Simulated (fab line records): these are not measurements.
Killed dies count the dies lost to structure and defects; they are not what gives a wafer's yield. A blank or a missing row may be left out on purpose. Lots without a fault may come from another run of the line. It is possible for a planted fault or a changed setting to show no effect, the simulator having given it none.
Check of tool commonality || flow berkeley cmos170 || 14 lots, 42 wafers sampled

== REASON IT WAS OPENED ==
Of 14 lots, 2 have the reading CONTACT_PSG_THK flagged at UCB170_CONTACT_THK_MEAS_02. Fault-free wafers read 700 nm, with a standard deviation of 6.
Rule: flag the lot when none of its wafers has a number, or when each of its wafers that has one lies beyond 4 standard deviations from that mean. All remaining lots are regarded as sound.

{"lot": "L443", "measured": "day 8 05:38", "on": "film metro-01", "CONTACT_PSG_THK (nm), wafer by wafer": "699 695 694", "flag": ""}
{"lot": "L445", "measured": "day 8 15:20", "on": "film metro-02", "CONTACT_PSG_THK (nm), wafer by wafer": "710 707 709", "flag": ""}
{"lot": "L444", "measured": "day 8 15:21", "on": "film metro-01", "CONTACT_PSG_THK (nm), wafer by wafer": "700 700 702", "flag": ""}
{"lot": "L447", "measured": "day 9 08:37", "on": "film metro-02", "CONTACT_PSG_THK (nm), wafer by wafer": "693 688 683", "flag": ""}
{"lot": "L449", "measured": "day 9 12:52", "on": "film metro-01", "CONTACT_PSG_THK (nm), wafer by wafer": "702 695 692", "flag": ""}
{"lot": "L448", "measured": "day 9 13:44", "on": "film metro-01", "CONTACT_PSG_THK (nm), wafer by wafer": "703 701 702", "flag": ""}
{"lot": "L450", "measured": "day 9 14:38", "on": "film metro-01", "CONTACT_PSG_THK (nm), wafer by wafer": "700 695 701", "flag": ""}
{"lot": "L453", "measured": "day 10 01:22", "on": "film metro-02", "CONTACT_PSG_THK (nm), wafer by wafer": "697 698 697", "flag": ""}
{"lot": "L451", "measured": "day 10 03:09", "on": "film metro-03", "CONTACT_PSG_THK (nm), wafer by wafer": "690 693 698", "flag": ""}
{"lot": "L455", "measured": "day 10 18:29", "on": "film metro-02", "CONTACT_PSG_THK (nm), wafer by wafer": "691 694 695", "flag": ""}
{"lot": "L457", "measured": "day 11 02:06", "on": "film metro-01", "CONTACT_PSG_THK (nm), wafer by wafer": "705 708 700", "flag": ""}
{"lot": "L460", "measured": "day 11 07:32", "on": "film metro-01", "CONTACT_PSG_THK (nm), wafer by wafer": "692 697 696", "flag": ""}
{"lot": "L461", "measured": "day 11 15:24", "on": "film metro-03", "CONTACT_PSG_THK (nm), wafer by wafer": "765 766 767", "flag": "FLAGGED"}
{"lot": "L462", "measured": "day 12 04:20", "on": "film metro-01", "CONTACT_PSG_THK (nm), wafer by wafer": "773 768 770", "flag": "FLAGGED"}
Average over the flagged lots: 768 nm; offset from the usual +68 nm, equal to +11 standard deviations.

== LOT BY LOT: THE TOOL USED ==
2 process steps preceding the reading are held in the record, out of 331 steps in the route. Every cell lists first the tool, next ch and the chambers used by the sampled wafers, and last the start.
{"lot": "L443", "flag": "", "UCB170_SILICIDE_RTA_04": "rtp anneal-01 ch 0, day 8 03:35", "UCB170_CONTACT_CVD_01": "lpcvd-02 ch 1, day 8 03:52"}
{"lot": "L445", "flag": "", "UCB170_SILICIDE_RTA_04": "rtp anneal-01 ch 0, day 8 12:35", "UCB170_CONTACT_CVD_01": "lpcvd-01 ch 1, day 8 13:33"}
{"lot": "L444", "flag": "", "UCB170_SILICIDE_RTA_04": "rtp anneal-02 ch 0, day 8 12:45", "UCB170_CONTACT_CVD_01": "lpcvd-01 ch 1, day 8 13:33"}
{"lot": "L447", "flag": "", "UCB170_SILICIDE_RTA_04": "rtp anneal-01 ch 0, day 9 06:34", "UCB170_CONTACT_CVD_01": "lpcvd-01 ch 0, day 9 06:49"}
{"lot": "L449", "flag": "", "UCB170_SILICIDE_RTA_04": "rtp anneal-01 ch 0, day 9 10:49", "UCB170_CONTACT_CVD_01": "lpcvd-02 ch 1, day 9 11:04"}
{"lot": "L448", "flag": "", "UCB170_SILICIDE_RTA_04": "rtp anneal-01 ch 0, day 9 11:18", "UCB170_CONTACT_CVD_01": "lpcvd-01 ch 1, day 9 11:56"}
{"lot": "L450", "flag": "", "UCB170_SILICIDE_RTA_04": "rtp anneal-02 ch 0, day 9 11:51", "UCB170_CONTACT_CVD_01": "lpcvd-02 ch 1, day 9 12:51"}
{"lot": "L453", "flag": "", "UCB170_SILICIDE_RTA_04": "rtp anneal-01 ch 0, day 9 21:28", "UCB170_CONTACT_CVD_01": "lpcvd-01 ch 1, day 9 23:34"}
{"lot": "L451", "flag": "", "UCB170_SILICIDE_RTA_04": "rtp anneal-01 ch 0, day 10 00:38", "UCB170_CONTACT_CVD_01": "lpcvd-01 ch 1, day 10 01:21"}
{"lot": "L455", "flag": "", "UCB170_SILICIDE_RTA_04": "rtp anneal-02 ch 0, day 10 16:12", "UCB170_CONTACT_CVD_01": "lpcvd-02 ch 0, day 10 16:41"}
{"lot": "L457", "flag": "", "UCB170_SILICIDE_RTA_04": "rtp anneal-02 ch 0, day 10 23:28", "UCB170_CONTACT_CVD_01": "lpcvd-01 ch 0, day 11 00:17"}
{"lot": "L460", "flag": "", "UCB170_SILICIDE_RTA_04": "rtp anneal-01 ch 0, day 11 05:29", "UCB170_CONTACT_CVD_01": "lpcvd-02 ch 0, day 11 05:44"}
{"lot": "L461", "flag": "FLAGGED", "UCB170_SILICIDE_RTA_04": "rtp anneal-02 ch 0, day 11 13:20", "UCB170_CONTACT_CVD_01": "lpcvd-01 ch 1, day 11 13:37"}
{"lot": "L462", "flag": "FLAGGED", "UCB170_SILICIDE_RTA_04": "rtp anneal-01 ch 0, day 12 02:16", "UCB170_CONTACT_CVD_01": "lpcvd-01 ch 1, day 12 02:33"}
What the steps here do:
- UCB170_SILICIDE_RTA_04: time 15 s.
- UCB170_CONTACT_CVD_01: deposits PSG from SiH4/O2/PH3, target thk 700 nm, time 2820 s.
- UCB170_CONTACT_THK_MEAS_02

== FLAGGED OVER TOTAL, TOOL BY TOOL (the gauges that took the reading come last) ==
{"step": "UCB170_SILICIDE_RTA_04", "tool": "rtp anneal-01", "lots run": 9, "flagged": 1, "share of the flagged lots": "some", "sound lots run after its first flagged lot": 0}
{"step": "UCB170_SILICIDE_RTA_04", "tool": "rtp anneal-02", "lots run": 5, "flagged": 1, "share of the flagged lots": "some", "sound lots run after its first flagged lot": 0}
{"step": "UCB170_CONTACT_CVD_01", "tool": "lpcvd-01", "lots run": 9, "flagged": 2, "share of the flagged lots": "all", "sound lots run after its first flagged lot": 0}
{"step": "UCB170_CONTACT_CVD_01", "tool": "lpcvd-02", "lots run": 5, "flagged": 0, "share of the flagged lots": "none", "sound lots run after its first flagged lot": "-"}
{"step": "UCB170_CONTACT_THK_MEAS_02", "tool": "film metro-01", "lots run": 8, "flagged": 1, "share of the flagged lots": "some", "sound lots run after its first flagged lot": 0}
{"step": "UCB170_CONTACT_THK_MEAS_02", "tool": "film metro-02", "lots run": 4, "flagged": 0, "share of the flagged lots": "none", "sound lots run after its first flagged lot": "-"}
{"step": "UCB170_CONTACT_THK_MEAS_02", "tool": "film metro-03", "lots run": 2, "flagged": 1, "share of the flagged lots": "some", "sound lots run after its first flagged lot": 0}

== WHAT THE TABLE PERMITS ==
All flagged lots share 1 row of the table, namely lpcvd-01 at UCB170_CONTACT_CVD_01.
- lpcvd-01 at UCB170_CONTACT_CVD_01: 2 of its 9 lots flagged. Last sound lot L457 at day 11 00:17, first flagged lot L461 at day 11 13:37; a fault beginning in between fits. Its own readings lie more than 4 standard deviations out on every wafer of the flagged lots: o2 flow sccm.
One tool is left: lpcvd-01 at UCB170_CONTACT_CVD_01.

== WHAT WAS PUT IN BY THE SIMULATOR ==
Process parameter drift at UCB170_CONTACT_CVD_01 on lpcvd-01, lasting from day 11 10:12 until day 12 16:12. The setting o2 flow sccm was moved by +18, starting from 90.
Struck lots among those shown: L461, L462. This agrees with what the rule above found.
